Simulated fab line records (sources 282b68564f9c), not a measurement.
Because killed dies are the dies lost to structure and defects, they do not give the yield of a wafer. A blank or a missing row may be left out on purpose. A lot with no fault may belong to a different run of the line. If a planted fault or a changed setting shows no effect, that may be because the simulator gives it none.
Struck lot and sound lot, side by side ; flow rit-cmos ; 14 steps out of a route of 202
Sound: these wafers, L427.1, L427.5, L427.6. Struck: wafer L434.2 (left out: L434.1, L434.3 of the same lot, which were not struck); the cause appears at the end.
Per side, at each step with rows, come the tool, then ch with its chambers, and then its first start. Under that, the readings that differ: sound wafers ; struck wafers ; difference of the means ; sigmas: that difference in standard deviations of wafers without a fault.
alike: readings with means less than 2 such deviations apart, plus words and numbers identical on both sides. not compared: withheld readings, readings lacking a value on some wafer, bounds such as >300 that could conceal the same value, and numbers that have no deviation in the record and whose values overlap.
The two part at a step that has a row with sigmas, a row that says differs or no value, or rows on one side only. Numbers that have no deviation but don't overlap get no sigmas and don't part them. A reading missing from all wafers of one side parts the sides only when that side holds two or more wafers.

RIT_GATE_THK_MEAS_07:
  sound: film-metro-01 at day 3 06:26; struck: film-metro-01 at day 4 16:53
  alike: GATE_OXIDE_THK
then, 1 step without rows for these wafers: RIT_GATE_CVD_08 (deposits poly-Si from SiH4, target thk 250 nm, time 2220 s).
RIT_GATE_THK_MEAS_09:
  sound: film-metro-02 at day 3 08:07; struck: film-metro-01 at day 4 18:34
  alike: GATE_POLY_THK
then, 2 steps without rows for these wafers: RIT_GATE_HMDS_10 (prime time 60 s); RIT_GATE_COAT_11 (resist thk 850 nm).
RIT_GATE_SOFTBAKE_12: time 61.23 s.
  sound on litho-track-03 ch 0, day 3 08:28; struck on litho-track-04 ch 0, day 4 18:56
  alike: plate-sensor-t-centre-C, plate-sensor-t-edge-C
then, 3 steps without rows for these wafers: RIT_GATE_EXPOSE_13 (exposes mask M6, target cd 150 nm); RIT_GATE_PEB_14; RIT_GATE_DEVELOP_15 (develop time 50 s).
RIT_GATE_CD_MEAS_16: target cd 150 nm.
  sound: cd-sem-02 at day 3 09:01; struck: cd-sem-01 at day 4 19:36
  alike: cd-nm
RIT_GATE_OVL_MEAS_17:
  sound: overlay-01 at day 3 09:08; struck: overlay-01 at day 4 19:43
  alike: GATE_OVL
then, 1 step without rows for these wafers: RIT_GATE_HARDBAKE_18 (time 60 s).
RIT_GATE_ETCH_19: etches poly-Si in SF6/CHF3/O2, stops on SiO2, time 165 s, target depth 312.5 nm.
  sound on rie-si-01 ch 0,3, day 3 09:20; struck on rie-si-02 ch 0, day 4 19:55
reading;sound;struck;difference;sigmas
drypump-motor-current-A (A);5.8 6.5 5.8;5.0;-1.0;-2
oes-product-au (a.u.);0.844 0.847 0.831;1.017;+0.176;+14
run-length-s (s);192.8 193.4 193.4;152.8;-40.4;-92
model.NOVOLAK_of_GATE_COAT_11.thk-nm (nm);669.8 667.6 670;691.6;+22.5;
model.GATE.feature-depth-nm (nm);250 251.4 248.7;242.7;-7.3;
model.etch.depth-nm (nm);250 251.4 248.7;242.7;-7.3;
  alike: throttle-valve-pct
  not compared: rf-hours-counter-h
RIT_GATE_STRIP_20: strips in O2, time 180 s.
  sound on plasma-asher-01 ch 0,1, day 3 09:26; struck on plasma-asher-02 ch 0, day 4 20:01
  alike: drypump-motor-current-A
  not compared: rf-hours-counter-h

== WHERE THEY PART ==
Only at RIT_GATE_ETCH_19, within this record. Later steps at which nothing parts them and some readings are alike: RIT_GATE_STRIP_20.

WHY: whatever the simulator had introduced
rie-si-02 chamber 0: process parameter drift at RIT_GATE_ETCH_19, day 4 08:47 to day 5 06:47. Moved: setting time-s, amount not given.
